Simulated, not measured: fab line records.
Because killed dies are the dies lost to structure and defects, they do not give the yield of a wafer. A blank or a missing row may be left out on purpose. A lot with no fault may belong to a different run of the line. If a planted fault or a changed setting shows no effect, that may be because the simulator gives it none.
Comparing a struck lot with a sound one ; flow rit cmos ; 14 steps out of a route of 202
Sound: the wafers L458.1, L458.5, L458.6. The struck wafers were L451.2, L451.4, L451.6. The cause is named last.
For every step that has rows: the tool of each side, followed by ch and its chambers, followed by its first start. Under that, the readings that differ: sound wafers ; struck wafers ; difference of the means ; sigmas: that difference in standard deviations of wafers without a fault.
alike: a reading whose means differ by less than 2 such deviations, as well as words and numbers matching on both sides. not compared: withheld readings; readings where some wafer has no value; bounds like >300 that might hide an equal value; numbers whose values overlap and for which the record gives no deviation.
Wherever a step has rows on one side only, a row that says differs or no value, or a row with sigmas, the two part there. Numbers that have no deviation but don't overlap get no sigmas and don't part them. A reading missing from all wafers of one side parts the sides only when that side holds two or more wafers.

first, 2 steps without rows for these wafers: RIT_NRETRO_PEB_04; RIT_NRETRO_DEVELOP_05 (develop time 68 s).
RIT_NRETRO_OVL_MEAS_06:
  sound on overlay-02 at day 5 13:38; struck on overlay-02 at day 4 02:20
  alike: NRETRO_OVL
then, 2 steps without rows for these wafers: RIT_NRETRO_HARDBAKE_07 (time 120 s); RIT_NRETRO_IMPLANT_08.
RIT_NRETRO_STRIP_09: strips in O2, time 180 s.
  sound on plasma asher-02 ch 0,1, day 5 14:04; struck on plasma asher-01 ch 1, day 4 02:46
reading;sound;struck;difference;sigmas
drypump motor current A (A);6.0 6.0 6.0;5.2 5.2 5.2;-0.8;-2
  not compared: rf hours counter h
RIT_NRETRO_TW_MEAS_10:
  sound on film metro-01 at day 5 14:15; struck on film metro-01 at day 4 02:57
reading;sound;struck;difference;sigmas
NRETRO_TW;1050 1050 1046;1063 1061 1063;+14;+2
then, 5 steps without rows for these wafers: RIT_PRETRO_HMDS_00 (prime time 60 s); RIT_PRETRO_COAT_01 (resist thk 1300 nm); RIT_PRETRO_SOFTBAKE_02 (time 60 s); RIT_PRETRO_EXPOSE_03 (exposes mask M5, target cd 43700 nm); RIT_PRETRO_PEB_04.
RIT_PRETRO_DEVELOP_05: develop time 68 s.
  struck on litho track-03, day 4 03:00; sound on litho track-03 ch 0, day 5 15:00
  no value came back on the struck wafers for chill plate temp C (C), develop time s (s), developer temp C (C); on the sound wafers chill plate temp C (C) reads 23.06 23.02 22.95
RIT_PRETRO_OVL_MEAS_06:
  sound on overlay-02 at day 5 15:11; struck on overlay-01 at day 4 03:53
reading;sound;struck;difference;sigmas
PRETRO_OVL (nm);0.2 0.8 0.5;- - -;no value on the struck wafers;

## WHERE THEY PART
At RIT_NRETRO_STRIP_09 first; at RIT_PRETRO_OVL_MEAS_06 last (within this record only).

WHY: what had been put in by the simulator
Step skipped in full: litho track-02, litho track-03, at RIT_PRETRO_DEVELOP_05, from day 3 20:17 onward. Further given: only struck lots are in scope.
